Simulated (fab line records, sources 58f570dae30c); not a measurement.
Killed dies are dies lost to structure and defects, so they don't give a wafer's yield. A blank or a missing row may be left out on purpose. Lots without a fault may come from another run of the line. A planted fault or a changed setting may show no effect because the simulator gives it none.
Chamber matching | flow berkeley_cmos170 | UCB170_V1_CVD_00 on pecvd-01: 3 sister chambers
The step deposits SiO2 from TEOS/O2, target thk 2000 nm, time 250 s. 6 wafers are shown with their chamber, then 7 later ones without.

WAFERS WITH THEIR CHAMBER
wafer  | chamber | heater_power_w (W)
L468.5 | 2       | 198
L476.3 | 1       | 279
L476.5 | 0       | 201
L476.6 | 2       | 282
L481.1 | 1       | 271
L481.3 | 0       | 161

WAFERS WITHOUT THEIR CHAMBER
wafer  | heater_power_w (W)
L481.6 | 189
L485.1 | 284
L485.2 | 218
L485.6 | 215
L486.3 | 297
L486.4 | 217
L486.6 | 265

WHICH CHAMBER EACH WENT THROUGH
wafer  | from the rows above          | in truth
L481.6 | can't be placed: 0 or 2      | 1
L485.1 | can't be placed: 1 or 2      | 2
L485.2 | can't be placed: 2 or 0 or 1 | 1
L485.6 | can't be placed: 2 or 0 or 1 | 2
L486.3 | can't be placed: 1 or 2      | 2
L486.4 | can't be placed: 2 or 0 or 1 | 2
L486.6 | can't be placed: 1 or 2 or 0 | 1
Placed correctly: 0 of 7. Can't be placed from these rows: 7 (the true chamber is among the candidates in 6). Placed wrongly: 0.
How it was worked out, from the rows above alone: a wafer's distance from a chamber is the root of the sum, over the readings, of the square of ((its reading less the chamber's mean) divided by the reading's scatter). The wafer belongs to the nearest chamber; if the next one is less than 2 further off, it can't be placed. A chamber's mean is the mean of its shown wafers. The scatter: the root of (the sum of the squares of (reading less its chamber's mean) over the shown wafers, divided by (wafers less chambers)).
